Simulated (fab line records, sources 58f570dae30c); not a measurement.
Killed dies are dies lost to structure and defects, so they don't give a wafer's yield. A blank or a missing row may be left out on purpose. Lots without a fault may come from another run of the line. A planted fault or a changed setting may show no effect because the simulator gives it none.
Which tool did it? | flow berkeley_cmos170 | 14 lots, 42 wafers sampled, at 5 steps of a route of 331

WHAT THE GAUGES READ, wafer by wafer
UCB170_FIELD_THK_MEAS_91.
lot  | measured     | on            | FIELD_OXIDE_LEFT_2_THK (nm)
L695 | day 6 13:16  | film_metro-04 | 357 354 351
L697 | day 6 13:58  | film_metro-01 | 369 374 380
L696 | day 6 14:06  | film_metro-03 | 361 359 367
L703 | day 8 01:50  | film_metro-03 | 344 349 347
L701 | day 8 02:02  | film_metro-04 | 357 353 356
L709 | day 9 07:38  | film_metro-01 | 342 337 347
L708 | day 9 07:59  | film_metro-03 | 356 359 357
L710 | day 9 21:55  | film_metro-01 | 348 357 346
L711 | day 10 08:49 | film_metro-03 | 363 349 354
L713 | day 10 18:54 | film_metro-04 | 348 351 343
L715 | day 10 21:08 | film_metro-01 | 375 362 365
L716 | day 11 09:18 | film_metro-01 | 368 360 365
L717 | day 11 20:59 | film_metro-03 | 357 358 361
L718 | day 11 21:34 | film_metro-04 | 361 356 360

UCB170_GATE_THK_MEAS_05.
lot  | measured     | on            | GATE_POLY_THK (nm)
L695 | day 7 03:18  | film_metro-04 | 214.9 217.8 217.2
L697 | day 7 03:17  | film_metro-01 | 211.3 212.6 212.6
L696 | day 7 03:19  | film_metro-02 | 215.1 213.0 215.9
L703 | day 8 15:59  | film_metro-04 | 214.0 214.4 214.7
L701 | day 8 15:58  | film_metro-01 | 215.1 212.5 213.2
L709 | day 9 23:17  | film_metro-01 | 214.6 214.6 216.1
L708 | day 9 23:20  | film_metro-01 | 214.3 211.7 212.4
L710 | day 10 09:58 | film_metro-04 | 212.4 214.8 214.2
L711 | day 10 22:10 | film_metro-02 | 206.6 210.1 209.7
L713 | day 11 08:53 | film_metro-02 | 218.1 218.4 218.7
L715 | day 11 08:53 | film_metro-01 | 211.3 213.5 214.0
L716 | day 11 23:55 | film_metro-02 | 215.9 217.1 215.4
L717 | day 12 11:22 | film_metro-02 | 216.3 216.6 216.4
L718 | day 12 11:23 | film_metro-01 | 213.1 215.7 215.5

UCB170_PLDD_CD_MEAS_06: target cd 1200 nm.
lot  | measured     | on        | cd_nm (nm)
L695 | day 7 06:28  | cd_sem-01 | 1200.4 1201.1 1200.5
L697 | day 7 06:19  | cd_sem-01 | 1200.3 1200.8 1201.4
L696 | day 7 06:43  | cd_sem-02 | 1202.7 1199.2 1201.0
L703 | day 8 19:34  | cd_sem-01 | 1176.1 1176.5 1178.4
L701 | day 8 19:49  | cd_sem-02 | 1177.3 1176.4 1177.0
L709 | day 10 03:49 | cd_sem-01 | 1199.8 1198.9 1198.0
L708 | day 10 04:03 | cd_sem-02 | 1199.3 1199.4 1200.5
L710 | day 10 13:47 | cd_sem-02 | 1202.5 1201.6 1202.5
L711 | day 11 01:26 | cd_sem-01 | 1199.0 1200.1 1199.0
L713 | day 11 13:09 | cd_sem-02 | 1197.2 1198.6 1197.9
L715 | day 11 13:26 | cd_sem-01 | 1198.9 1199.3 1198.8
L716 | day 12 03:13 | cd_sem-01 | 1201.0 1200.4 1200.2
L717 | day 12 14:22 | cd_sem-02 | 1198.0 1196.5 1198.6
L718 | day 12 14:39 | cd_sem-02 | 1201.2 1200.0 1198.7

WHICH TOOL RAN EACH LOT (tool, then ch and the chambers of the sampled wafers, then the start)
lot  | UCB170_GATE_STRIP_16                 | UCB170_PLDD_PEB_04
L695 | plasma_asher-03 ch 1, day 7 04:59    | litho_track-01 ch 0, day 7 06:12
L697 | plasma_asher-02 ch 0,1, day 7 04:52  | litho_track-02 ch 0, day 7 06:02
L696 | plasma_asher-04 ch 0,1, day 7 05:14  | litho_track-02 ch 0, day 7 06:28
L703 | plasma_asher-03 ch 0,1, day 8 17:17  | litho_track-04 ch 0, day 8 19:18
L701 | plasma_asher-04 ch 0,1, day 8 18:00  | litho_track-04 ch 0, day 8 19:33
L709 | plasma_asher-03 ch 0,1, day 10 00:47 | litho_track-02 ch 0, day 10 03:33
L708 | plasma_asher-04 ch 0,1, day 10 01:23 | litho_track-02 ch 0, day 10 03:46
L710 | plasma_asher-03 ch 0,1, day 10 11:24 | litho_track-02 ch 0, day 10 13:00
L711 | plasma_asher-03 ch 0,1, day 10 23:34 | litho_track-01 ch 0, day 11 01:04
L713 | plasma_asher-03 ch 0,1, day 11 10:13 | litho_track-01 ch 0, day 11 12:00
L715 | plasma_asher-04 ch 0,1, day 11 10:55 | litho_track-01 ch 0, day 11 13:00
L716 | plasma_asher-02 ch 0, day 12 01:33   | litho_track-02 ch 0, day 12 02:56
L717 | plasma_asher-03 ch 0,1, day 12 13:01 | litho_track-01 ch 0, day 12 14:05
L718 | plasma_asher-04 ch 0,1, day 12 13:20 | litho_track-04 ch 0, day 12 14:23
- UCB170_GATE_STRIP_16: strips in O2.
- UCB170_PLDD_PEB_04

WHAT THE TOOLS THEMSELVES READ (means of the sampled wafers that have a number; where no wafer has one, the mark that the record gives instead)
UCB170_GATE_STRIP_16.
lot  | tool            | drypump_motor_current_A (A) | oes_product_au (a.u.)
L695 | plasma_asher-03 | 5.1                         | 0.725
L697 | plasma_asher-02 | 5.2                         | 0.725
L696 | plasma_asher-04 | 5.9                         | 0.726
L703 | plasma_asher-03 | 5.4                         | 0.720
L701 | plasma_asher-04 | 6.0                         | 0.723
L709 | plasma_asher-03 | 5.8                         | 0.722
L708 | plasma_asher-04 | 6.1                         | 0.728
L710 | plasma_asher-03 | 5.7                         | 0.722
L711 | plasma_asher-03 | 5.4                         | 0.723
L713 | plasma_asher-03 | 5.4                         | 0.721
L715 | plasma_asher-04 | 6.0                         | 0.725
L716 | plasma_asher-02 | 5.9                         | 0.722
L717 | plasma_asher-03 | 5.4                         | 0.724
L718 | plasma_asher-04 | 6.0                         | 0.725

UCB170_PLDD_PEB_04.
lot  | tool           | heater_power_total_W (W) | plate_temp_C (C)
L695 | litho_track-01 | 56.82                    | 129.92
L697 | litho_track-02 | 56.77                    | 129.93
L696 | litho_track-02 | 56.82                    | 130.00
L703 | litho_track-04 | 55.01                    | 127.03
L701 | litho_track-04 | 54.99                    | 126.84
L709 | litho_track-02 | 56.82                    | 129.91
L708 | litho_track-02 | 56.81                    | 130.03
L710 | litho_track-02 | 56.75                    | 129.96
L711 | litho_track-01 | 56.80                    | 130.01
L713 | litho_track-01 | 56.80                    | 129.85
L715 | litho_track-01 | 56.76                    | 130.04
L716 | litho_track-02 | 56.81                    | 129.88
L717 | litho_track-01 | 56.78                    | 130.04
L718 | litho_track-04 | 56.79                    | 129.84

THE ANSWER, worked out from the rows above alone
Rule: what is usual is taken from the lots themselves. Put in order of their means at a reading, lots are off if they are a third of the lots or fewer, leave a main group of 4 or more, and stand apart from it by a gap of 3 or more times the standard deviation of the main group's means; of several such gaps the widest counts. A main group whose means are all the same, to the digits that the tables above print for the reading, isn't used. A lot without any number at a reading at which 4 lots or more have one is off too. The other lots that the step has rows for count as sound. The gauges are gone through in route order, then the tools' own readings, and for those a lot's mean is taken as printed above. The first step at which some lot is off is used, and at that step the reading that is off furthest; a lot without a number counts as furthest.
Off: L703, L701, at UCB170_PLDD_CD_MEAS_06 (cd_nm). The main group: mean 1199.8 nm, standard deviation 1.3.
A tool fits if, at a process step before that reading, it ran every lot that is off, and no sound lot after the first of them. The gauges at UCB170_PLDD_CD_MEAS_06 aren't tried: what is off there is off at UCB170_PLDD_PEB_04 too, on other tools, and a gauge's error can't cause that. None of those tried fits.

WHAT THE SIMULATOR HAD PUT IN
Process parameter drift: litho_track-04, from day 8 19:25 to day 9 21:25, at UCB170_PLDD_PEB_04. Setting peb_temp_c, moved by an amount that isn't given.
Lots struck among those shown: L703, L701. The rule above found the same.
